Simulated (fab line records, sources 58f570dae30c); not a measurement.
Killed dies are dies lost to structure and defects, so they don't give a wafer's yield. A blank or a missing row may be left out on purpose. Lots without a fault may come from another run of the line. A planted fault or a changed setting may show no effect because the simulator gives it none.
Chamber matching | flow berkeley_cmos170 | UCB170_V2_CMP_02 on cmp-01: 4 sister chambers
The step polishes SiO2. 8 wafers are shown with their chamber, then 7 later ones without.

WAFERS WITH THEIR CHAMBER
wafer  | chamber | motor_current_A (A)
L996.4 | 1       | 15.9
L995.1 | 1       | 16.1
L995.4 | 0       | 15.6
L998.2 | 2       | 14.2
L998.4 | 0       | 14.5
L998.6 | 3       | 16.0
L102.4 | 3       | 15.5
L102.5 | 2       | 13.6

WAFERS WITHOUT THEIR CHAMBER
wafer  | motor_current_A (A)
L102.6 | 16.9
L108.2 | 16.8
L108.5 | 16.1
L108.6 | 13.6
L107.1 | 16.8
L107.2 | 14.7
L107.6 | 14.1

WHICH CHAMBER EACH WENT THROUGH
wafer  | from the rows above               | in truth
L102.6 | can't be placed: 1 or 3 or 0      | 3
L108.2 | can't be placed: 1 or 3 or 0      | 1
L108.5 | can't be placed: 1 or 3 or 0      | 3
L108.6 | 2                                 | 2
L107.1 | can't be placed: 1 or 3 or 0      | 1
L107.2 | can't be placed: 0 or 2 or 3 or 1 | 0
L107.6 | can't be placed: 2 or 0           | 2
Placed correctly: 1 of 7. Can't be placed from these rows: 6 (the true chamber is among the candidates in 6). Placed wrongly: 0.
How it was worked out, from the rows above alone: a wafer's distance from a chamber is the root of the sum, over the readings, of the square of ((its reading less the chamber's mean) divided by the reading's scatter). The wafer belongs to the nearest chamber; if the next one is less than 2 further off, it can't be placed. A chamber's mean is the mean of its shown wafers. The scatter: the root of (the sum of the squares of (reading less its chamber's mean) over the shown wafers, divided by (wafers less chambers)).
